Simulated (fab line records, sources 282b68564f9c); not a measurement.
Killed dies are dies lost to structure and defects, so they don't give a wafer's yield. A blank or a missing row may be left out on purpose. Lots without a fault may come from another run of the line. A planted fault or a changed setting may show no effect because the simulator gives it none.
A struck lot beside a sound one | flow rit_cmos | 17 steps out of a route of 202
Sound: wafers L805.2, L805.5, L805.6. Struck: wafer L814.2. (L814.3, L814.4 of the same lot were not struck and are left out.) The cause comes at the end.
At each step with rows: each side's tool, then ch and its chambers, then its first start. Under that, the readings that differ: sound wafers | struck wafers | difference of the means | sigmas: that difference in standard deviations of wafers without a fault.
alike: readings whose means differ by less than 2 such deviations, and words and numbers that are the same on both sides. not compared: withheld readings, readings that some wafer has no value for, bounds like >300 that may hide the same value, and numbers for which the record gives no deviation and whose values overlap.
The two part at a step that has a row with sigmas, a row that says differs or no value, or rows on one side only. Numbers that don't overlap but have no deviation are shown without sigmas and don't part them. A reading that every wafer of one side lacks parts them only if that side has two wafers or more.

first, 4 steps without rows for these wafers: RIT_CONTACT_SOFTBAKE_04 (time 60 s); RIT_CONTACT_EXPOSE_05 (exposes mask M11, target cd 1000 nm); RIT_CONTACT_PEB_06; RIT_CONTACT_DEVELOP_07 (develop time 120 s).
RIT_CONTACT_CD_MEAS_08: target cd 1000 nm.
  sound on cd_sem-02, day 3 07:20; struck on cd_sem-02, day 5 05:58
  alike: cd_nm
RIT_CONTACT_OVL_MEAS_09:
  sound on overlay-02, day 3 07:27; struck on overlay-01, day 5 06:04
  alike: CONTACT_OVL
then, 1 step without rows for these wafers: RIT_CONTACT_HARDBAKE_10 (time 60 s).
RIT_CONTACT_ETCH_11: etches SiO2 in CHF3/CF4/Ar, stops on TiSi2, target depth 480 nm, time 320 s.
  sound on rie_diel-02 ch 2,3, day 3 07:38; struck on rie_diel-03 ch 0, day 5 06:15
  reading                        | sound              | struck | difference | sigmas
  chamber_pressure_mTorr (mTorr) | 99.92 100.04 99.93 | 100.16 | +0.20      | +2
  alike: drypump_motor_current_A, oes_product_au, throttle_valve_pct
  not compared: rf_hours_counter_h
RIT_CONTACT_STRIP_12: strips in O2, time 180 s.
  sound on plasma_asher-01 ch 0,1, day 3 07:49; struck on plasma_asher-04 ch 1, day 5 06:26
  alike: chamber_pressure_mTorr, drypump_motor_current_A
  not compared: rf_hours_counter_h
RIT_CONTACT_CD_MEAS_90: target cd 1000 nm.
  sound on cd_sem-01, day 3 08:01; struck on cd_sem-01, day 5 06:38
  alike: cd_nm
then, 2 steps without rows for these wafers: RIT_CONTACT_CLEAN_13 (cleans in SC1, time 600 s); RIT_CONTACT_CLEAN_14 (cleans in SC2, time 600 s).
RIT_M1_SPUTTER_00: material Al, target thk 400 nm, time 500 s.
  sound on pvd_sputter-04, day 3 08:29; struck on pvd_sputter-01, day 5 07:05
  reading                               | sound                | struck | difference | sigmas
  chamber_pressure_pa (Pa)              | 0.3998 0.3997 0.4003 | 0.5185 | +0.1186    | +99 or more
  throttle_valve_pct (%)                | 30.4 29.9 30.2       | 25.6   | -4.6       | -5
  model.Al_of_M1_SPUTTER_00.thk_nm (nm) | 402 397.8 398.3      | 372.5  | -26.9      |
RIT_M1_RS_MEAS_01: measures by four-point-probe.
  sound on film_metro-01, day 3 08:48; struck on film_metro-02, day 5 07:24
  reading           | sound                | struck | difference | sigmas
  M1_AL_RS (ohm/sq) | 0.0731 0.0738 0.0738 | 0.0798 | +0.0062    | +8
RIT_M1_THK_MEAS_02: measures by xrf.
  sound on film_metro-01, day 3 08:55; struck on film_metro-02, day 5 07:31
  reading        | sound       | struck | difference | sigmas
  M1_AL_THK (nm) | 403 400 400 | 372    | -29        | -5
then, 1 step without rows for these wafers: RIT_M1_HMDS_03 (prime time 60 s).
RIT_M1_PROBE_99:
  sound on prober-01, day 3 12:46; struck on prober-02, day 5 11:09
  reading                  | sound                   | struck  | difference | sigmas
  model.etest.m1.rs_ohm_sq | 0.07196 0.07269 0.07249 | 0.07689 | +0.00451   |
  alike: defect_limited_yield, killed_at_M0_to_M3, killed_at_contacts, killed_at_front_end, killed_dies, killed_open, killed_short, sort_bin_3_pad_short, sort_bin_5_function, sort_bin_6_memory, sort_n_pass, sort_yield_pct

WHERE THEY PART
First at RIT_CONTACT_ETCH_11; last, within this record, at RIT_M1_THK_MEAS_02. Later steps at which nothing parts them and some readings are alike: RIT_M1_PROBE_99.

WHY: what the simulator had put in
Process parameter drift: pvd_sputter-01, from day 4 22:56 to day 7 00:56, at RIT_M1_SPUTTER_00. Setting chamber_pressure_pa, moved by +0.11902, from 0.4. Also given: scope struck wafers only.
